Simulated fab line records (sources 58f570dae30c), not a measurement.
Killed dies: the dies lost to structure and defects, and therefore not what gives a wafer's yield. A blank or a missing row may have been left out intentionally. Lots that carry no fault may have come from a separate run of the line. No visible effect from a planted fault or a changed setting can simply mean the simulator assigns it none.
The tool behind it: which one? / flow berkeley_cmos170 / Sampling: 15 lots, 45 wafers, 2 of 331 route steps

WHAT THE GAUGES SHOWED, per wafer
UCB170_GATE_CD_MEAS_90 targets a cd of 350 nm.
lot=L170; measured=day 5 12:53; on=cd_sem-01; cd_nm (nm)=349.9 350.5 350.3
lot=L171; measured=day 5 18:56; on=cd_sem-01; cd_nm (nm)=348.6 351.6 350.2
lot=L173; measured=day 6 17:32; on=cd_sem-02; cd_nm (nm)=351.7 348.8 348.7
lot=L174; measured=day 6 17:51; on=cd_sem-01; cd_nm (nm)=350.8 352.9 350.1
lot=L172; measured=day 6 18:08; on=cd_sem-02; cd_nm (nm)=348.5 350.8 349.6
lot=L177; measured=day 6 23:07; on=cd_sem-01; cd_nm (nm)=350.8 347.9 348.7
lot=L176; measured=day 6 23:22; on=cd_sem-02; cd_nm (nm)=351.7 351.2 350.6
lot=L175; measured=day 6 23:22; on=cd_sem-01; cd_nm (nm)=351.2 350.3 349.1
lot=L178; measured=day 7 01:13; on=cd_sem-01; cd_nm (nm)=351.4 349.4 351.1
lot=L180; measured=day 7 23:01; on=cd_sem-01; cd_nm (nm)=350.9 351.8 352.2
lot=L179; measured=day 7 23:10; on=cd_sem-02; cd_nm (nm)=350.2 348.6 348.2
lot=L181; measured=day 7 23:18; on=cd_sem-01; cd_nm (nm)=352.5 351.9 352.7
lot=L184; measured=day 8 19:10; on=cd_sem-02; cd_nm (nm)=- - -
lot=L185; measured=day 8 19:17; on=cd_sem-02; cd_nm (nm)=- - -
lot=L187; measured=day 9 03:20; on=cd_sem-02; cd_nm (nm)=- - -

TOOL THAT RAN EACH LOT (tool first, then ch and the chambers of the sampled wafers, then the start)
lot=L170; UCB170_GATE_ETCH_15=rie_si-02 ch 1,3, day 5 12:40
lot=L171; UCB170_GATE_ETCH_15=rie_si-02 ch 0,3, day 5 18:41
lot=L173; UCB170_GATE_ETCH_15=rie_si-01 ch 0,2,3, day 6 17:23
lot=L174; UCB170_GATE_ETCH_15=rie_si-02 ch 0,1,2, day 6 17:39
lot=L172; UCB170_GATE_ETCH_15=rie_si-01 ch 0,1,2, day 6 17:59
lot=L177; UCB170_GATE_ETCH_15=rie_si-02 ch 0,1,3, day 6 22:55
lot=L176; UCB170_GATE_ETCH_15=rie_si-01 ch 0,1,2, day 6 23:10
lot=L175; UCB170_GATE_ETCH_15=rie_si-02 ch 1,2, day 6 23:12
lot=L178; UCB170_GATE_ETCH_15=rie_si-01 ch 1,3, day 7 01:04
lot=L180; UCB170_GATE_ETCH_15=rie_si-02 ch 2,3, day 7 22:52
lot=L179; UCB170_GATE_ETCH_15=rie_si-01 ch 0,1,3, day 7 22:59
lot=L181; UCB170_GATE_ETCH_15=rie_si-02 ch 0,2,3, day 7 23:09
lot=L184; UCB170_GATE_ETCH_15=rie_si-01 ch 0,1, day 8 18:58
lot=L185; UCB170_GATE_ETCH_15=rie_si-02 ch 0,1,2, day 8 19:07
lot=L187; UCB170_GATE_ETCH_15=rie_si-01 ch 0,1,3, day 9 03:09
- UCB170_GATE_ETCH_15: etches poly-Si in HBr/Cl2, stops on SiO2, time 56.3 s, target depth 278.2 nm.

WHAT THE TOOLS THEMSELVES READ (means of the sampled wafers that have a number; where no wafer has one, the mark that the record gives instead)
UCB170_GATE_ETCH_15.
lot=L170; tool=rie_si-02; HBr_flow_sccm (sccm)=150.0; bias_w (W)=149.9; drypump_motor_current_A (A)=6.5; he_backside_leak_sccm (sccm)=2.3; mfc_cl2_sccm (sccm)=50.01; oes_product_au (a.u.)=0.837; throttle_valve_pct (%)=26.49
lot=L171; tool=rie_si-02; HBr_flow_sccm (sccm)=149.6; bias_w (W)=150.1; drypump_motor_current_A (A)=5.8; he_backside_leak_sccm (sccm)=2.9; mfc_cl2_sccm (sccm)=50.05; oes_product_au (a.u.)=0.850; throttle_valve_pct (%)=26.40
lot=L173; tool=rie_si-01; HBr_flow_sccm (sccm)=150.0; bias_w (W)=150.3; drypump_motor_current_A (A)=5.9; he_backside_leak_sccm (sccm)=2.6; mfc_cl2_sccm (sccm)=49.86; oes_product_au (a.u.)=0.830; throttle_valve_pct (%)=26.46
lot=L174; tool=rie_si-02; HBr_flow_sccm (sccm)=149.8; bias_w (W)=149.7; drypump_motor_current_A (A)=6.0; he_backside_leak_sccm (sccm)=2.8; mfc_cl2_sccm (sccm)=50.04; oes_product_au (a.u.)=0.825; throttle_valve_pct (%)=26.54
lot=L172; tool=rie_si-01; HBr_flow_sccm (sccm)=150.1; bias_w (W)=150.1; drypump_motor_current_A (A)=5.9; he_backside_leak_sccm (sccm)=2.6; mfc_cl2_sccm (sccm)=50.17; oes_product_au (a.u.)=0.829; throttle_valve_pct (%)=26.34
lot=L177; tool=rie_si-02; HBr_flow_sccm (sccm)=149.9; bias_w (W)=149.7; drypump_motor_current_A (A)=6.2; he_backside_leak_sccm (sccm)=2.8; mfc_cl2_sccm (sccm)=49.86; oes_product_au (a.u.)=0.827; throttle_valve_pct (%)=26.46
lot=L176; tool=rie_si-01; HBr_flow_sccm (sccm)=150.0; bias_w (W)=150.0; drypump_motor_current_A (A)=5.9; he_backside_leak_sccm (sccm)=2.6; mfc_cl2_sccm (sccm)=49.99; oes_product_au (a.u.)=0.839; throttle_valve_pct (%)=26.35
lot=L175; tool=rie_si-02; HBr_flow_sccm (sccm)=150.0; bias_w (W)=150.1; drypump_motor_current_A (A)=6.3; he_backside_leak_sccm (sccm)=2.4; mfc_cl2_sccm (sccm)=49.78; oes_product_au (a.u.)=0.819; throttle_valve_pct (%)=26.58
lot=L178; tool=rie_si-01; HBr_flow_sccm (sccm)=149.9; bias_w (W)=150.0; drypump_motor_current_A (A)=5.9; he_backside_leak_sccm (sccm)=2.5; mfc_cl2_sccm (sccm)=50.01; oes_product_au (a.u.)=0.841; throttle_valve_pct (%)=26.47
lot=L180; tool=rie_si-02; HBr_flow_sccm (sccm)=150.1; bias_w (W)=149.7; drypump_motor_current_A (A)=6.0; he_backside_leak_sccm (sccm)=2.7; mfc_cl2_sccm (sccm)=50.03; oes_product_au (a.u.)=0.839; throttle_valve_pct (%)=26.44
lot=L179; tool=rie_si-01; HBr_flow_sccm (sccm)=150.3; bias_w (W)=149.9; drypump_motor_current_A (A)=6.2; he_backside_leak_sccm (sccm)=2.5; mfc_cl2_sccm (sccm)=50.06; oes_product_au (a.u.)=0.835; throttle_valve_pct (%)=26.47
lot=L181; tool=rie_si-02; HBr_flow_sccm (sccm)=150.1; bias_w (W)=149.9; drypump_motor_current_A (A)=5.9; he_backside_leak_sccm (sccm)=2.8; mfc_cl2_sccm (sccm)=50.03; oes_product_au (a.u.)=0.847; throttle_valve_pct (%)=26.42
lot=L184; tool=rie_si-01; HBr_flow_sccm (sccm)=-; bias_w (W)=-; drypump_motor_current_A (A)=-; he_backside_leak_sccm (sccm)=-; mfc_cl2_sccm (sccm)=-; oes_product_au (a.u.)=-; throttle_valve_pct (%)=-
lot=L185; tool=rie_si-02; HBr_flow_sccm (sccm)=-; bias_w (W)=-; drypump_motor_current_A (A)=-; he_backside_leak_sccm (sccm)=-; mfc_cl2_sccm (sccm)=-; oes_product_au (a.u.)=-; throttle_valve_pct (%)=-
lot=L187; tool=rie_si-01; HBr_flow_sccm (sccm)=-; bias_w (W)=-; drypump_motor_current_A (A)=-; he_backside_leak_sccm (sccm)=-; mfc_cl2_sccm (sccm)=-; oes_product_au (a.u.)=-; throttle_valve_pct (%)=-

THE ANSWER, worked out from the rows above alone
Rule: the usual values come from the lots themselves. The widest of any qualifying gaps counts: lots, ordered by their means at a reading, are off when they make up no more than a third of the lots, leave a main group of 4 or more, and stand apart from it by 3 or more times the standard deviation of that group's means. A main group whose means are all the same, to the digits that the tables above print for the reading, isn't used. Also off: a lot with no number at a reading for which 4 or more lots have one. Where the step has rows for the other lots, those lots are counted as sound. After the gauges, taken in route order, come the tools' own readings; for these a lot's mean is taken, as printed above. At the first step where some lot is off, the reading lying furthest off is the one used; lots without a number count as furthest.
Off, at UCB170_GATE_CD_MEAS_90 on cd_nm: L184, L185, L187. Without a number there: L184, L185, L187. Main group: mean 350.4 nm, sd 0.98.
A tool fits if, at a process step before that reading, it ran every lot that is off, and no sound lot after the first of them. The gauges at UCB170_GATE_CD_MEAS_90 aren't tried: what is off there is off at UCB170_GATE_ETCH_15 too, on other tools, and a gauge's error can't cause that. Not one of the candidates tried fits.

WHAT THE SIMULATOR HAD PUT IN
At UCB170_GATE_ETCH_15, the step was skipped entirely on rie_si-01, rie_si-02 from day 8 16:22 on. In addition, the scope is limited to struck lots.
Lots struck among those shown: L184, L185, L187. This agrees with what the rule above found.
